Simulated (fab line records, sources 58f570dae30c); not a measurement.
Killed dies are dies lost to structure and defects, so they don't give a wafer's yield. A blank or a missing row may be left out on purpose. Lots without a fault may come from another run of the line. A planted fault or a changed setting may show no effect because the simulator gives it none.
Which tool did it? | flow berkeley_cmos170 | 6 lots, 18 wafers sampled, at 3 steps of a route of 331

WHAT THE GAUGES READ, wafer by wafer
UCB170_M3_CD_MEAS_15: target cd 700 nm.
lot  | measured     | on        | cd_nm (nm)
L953 | day 9 06:57  | cd_sem-02 | 703.0 703.5 702.5
L950 | day 9 14:39  | cd_sem-01 | 700.2 701.0 701.1
L954 | day 9 15:02  | cd_sem-02 | 701.8 702.5 700.7
L957 | day 10 18:20 | cd_sem-02 | 702.8 703.9 702.6
L962 | day 11 05:44 | cd_sem-01 | 700.7 701.1 700.7
L970 | day 12 06:49 | cd_sem-02 | 703.4 701.8 702.1

WHICH TOOL RAN EACH LOT (tool, then ch and the chambers of the sampled wafers, then the start)
lot  | UCB170_V1_CMP_02              | UCB170_M2_STRIP_07
L953 | cmp-02 ch 0,1,3, day 8 15:59  | plasma_asher-03 ch 0,1, day 8 19:34
L950 | cmp-02 ch 0,3, day 8 22:07    | plasma_asher-04 ch 0,1, day 9 02:40
L954 | cmp-02 ch 1,3, day 8 22:25    | plasma_asher-04 ch 0,1, day 9 04:17
L957 | cmp-01 ch 0,2, day 10 02:05   | plasma_asher-04 ch 0, day 10 06:04
L962 | cmp-02 ch 0,1,3, day 10 16:25 | plasma_asher-04 ch 0,1, day 10 21:22
L970 | cmp-01 ch 0,2,3, day 11 20:19 | plasma_asher-04 ch 1, day 11 23:29
- UCB170_V1_CMP_02: polishes SiO2.
- UCB170_M2_STRIP_07: strips in O2.

THE ANSWER, worked out from the rows above alone
Rule: what is usual is taken from the lots themselves. Put in order of their means at a reading, lots are off if they are a third of the lots or fewer, leave a main group of 4 or more, and stand apart from it by a gap of 3 or more times the standard deviation of the main group's means; of several such gaps the widest counts. A main group whose means are all the same, to the digits that the tables above print for the reading, isn't used. A lot without any number at a reading at which 4 lots or more have one is off too. The other lots that the step has rows for count as sound.
No lot is off at any reading shown: from this, nothing can be told.

WHAT THE SIMULATOR HAD PUT IN
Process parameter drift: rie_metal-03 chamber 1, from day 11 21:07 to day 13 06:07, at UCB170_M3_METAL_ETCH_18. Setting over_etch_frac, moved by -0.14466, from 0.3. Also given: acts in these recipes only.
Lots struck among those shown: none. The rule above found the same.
